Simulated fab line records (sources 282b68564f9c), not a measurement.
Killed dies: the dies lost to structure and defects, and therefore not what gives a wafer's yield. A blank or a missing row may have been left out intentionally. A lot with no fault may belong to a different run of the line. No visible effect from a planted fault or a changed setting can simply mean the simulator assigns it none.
Which tool was responsible? / flow rit_cmos / 21 wafers from 7 lots sampled at 3 of the route's 202 steps

## WHAT THE GAUGES READ, wafer by wafer
RIT_SPACER_THK_MEAS_04.
lot=L217; measured=day 3 08:16; on=film_metro-04; SPACER_NITRIDE_THK (nm)=246.0 247.8 247.8
lot=L219; measured=day 3 22:13; on=film_metro-03; SPACER_NITRIDE_THK (nm)=254.2 254.9 255.9
lot=L221; measured=day 4 05:50; on=film_metro-04; SPACER_NITRIDE_THK (nm)=252.3 254.5 253.6
lot=L225; measured=day 4 23:28; on=film_metro-04; SPACER_NITRIDE_THK (nm)=82.7 83.1 81.3
lot=L232; measured=day 6 14:24; on=film_metro-03; SPACER_NITRIDE_THK (nm)=83.4 81.6 85.6
lot=L234; measured=day 7 00:44; on=film_metro-01; SPACER_NITRIDE_THK (nm)=252.3 253.5 253.8
lot=L238; measured=day 7 20:45; on=film_metro-04; SPACER_NITRIDE_THK (nm)=250.2 250.8 252.1

## WHAT TOOL EACH LOT RAN ON (gives the tool, then ch and the chambers of the sampled wafers, and finally the start)
lot=L217; RIT_NLDD_STRIP_09=plasma_asher-03 ch 0,1, day 3 03:08; RIT_SPACER_CVD_03=lpcvd-02 ch 0, day 3 05:22
lot=L219; RIT_NLDD_STRIP_09=plasma_asher-01 ch 0,1, day 3 17:14; RIT_SPACER_CVD_03=lpcvd-01 ch 0, day 3 19:20
lot=L221; RIT_NLDD_STRIP_09=plasma_asher-03 ch 0,1, day 4 01:49; RIT_SPACER_CVD_03=lpcvd-02 ch 1, day 4 03:54
lot=L225; RIT_NLDD_STRIP_09=plasma_asher-03 ch 0,1, day 4 19:07; RIT_SPACER_CVD_03=lpcvd-02 ch 1, day 4 21:32
lot=L232; RIT_NLDD_STRIP_09=plasma_asher-04 ch 0,1, day 6 10:06; RIT_SPACER_CVD_03=lpcvd-02 ch 1, day 6 12:29
lot=L234; RIT_NLDD_STRIP_09=plasma_asher-03 ch 0,1, day 6 18:16; RIT_SPACER_CVD_03=lpcvd-01 ch 0, day 6 20:25
lot=L238; RIT_NLDD_STRIP_09=plasma_asher-03 ch 0,1, day 7 15:50; RIT_SPACER_CVD_03=lpcvd-01 ch 1, day 7 17:52
- RIT_NLDD_STRIP_09: strips in O2, time 180 s.
- RIT_SPACER_CVD_03: deposits Si3N4 from SiH2Cl2/NH3, target thk 250 nm, time 3300 s.

## THE ANSWER, worked out from the rows above alone
Rule: what is usual is taken from the lots themselves. The widest of any qualifying gaps counts: lots, ordered by their means at a reading, are off when they make up no more than a third of the lots, leave a main group of 4 or more, and stand apart from it by 3 or more times the standard deviation of that group's means. A main group whose means are all the same, to the digits that the tables above print for the reading, isn't used. A lot without any number at a reading at which 4 lots or more have one is off too. All remaining lots with rows at the step are treated as sound.
Off: at RIT_SPACER_THK_MEAS_04 (SPACER_NITRIDE_THK), L225, L232. Main group: mean 252.0 nm, sd 2.7.
A tool fits if, at a process step before that reading, it ran every lot that is off, and no sound lot after the first of them. Gauges at RIT_SPACER_THK_MEAS_04: tried the same way as those tools. One fits: lpcvd-02 at RIT_SPACER_CVD_03. Its last sound lot is L221 (day 4 03:54), its first lot that is off L225 (day 4 21:32): a fault that began between those two fits.

## WHAT THE SIMULATOR HAD INSERTED
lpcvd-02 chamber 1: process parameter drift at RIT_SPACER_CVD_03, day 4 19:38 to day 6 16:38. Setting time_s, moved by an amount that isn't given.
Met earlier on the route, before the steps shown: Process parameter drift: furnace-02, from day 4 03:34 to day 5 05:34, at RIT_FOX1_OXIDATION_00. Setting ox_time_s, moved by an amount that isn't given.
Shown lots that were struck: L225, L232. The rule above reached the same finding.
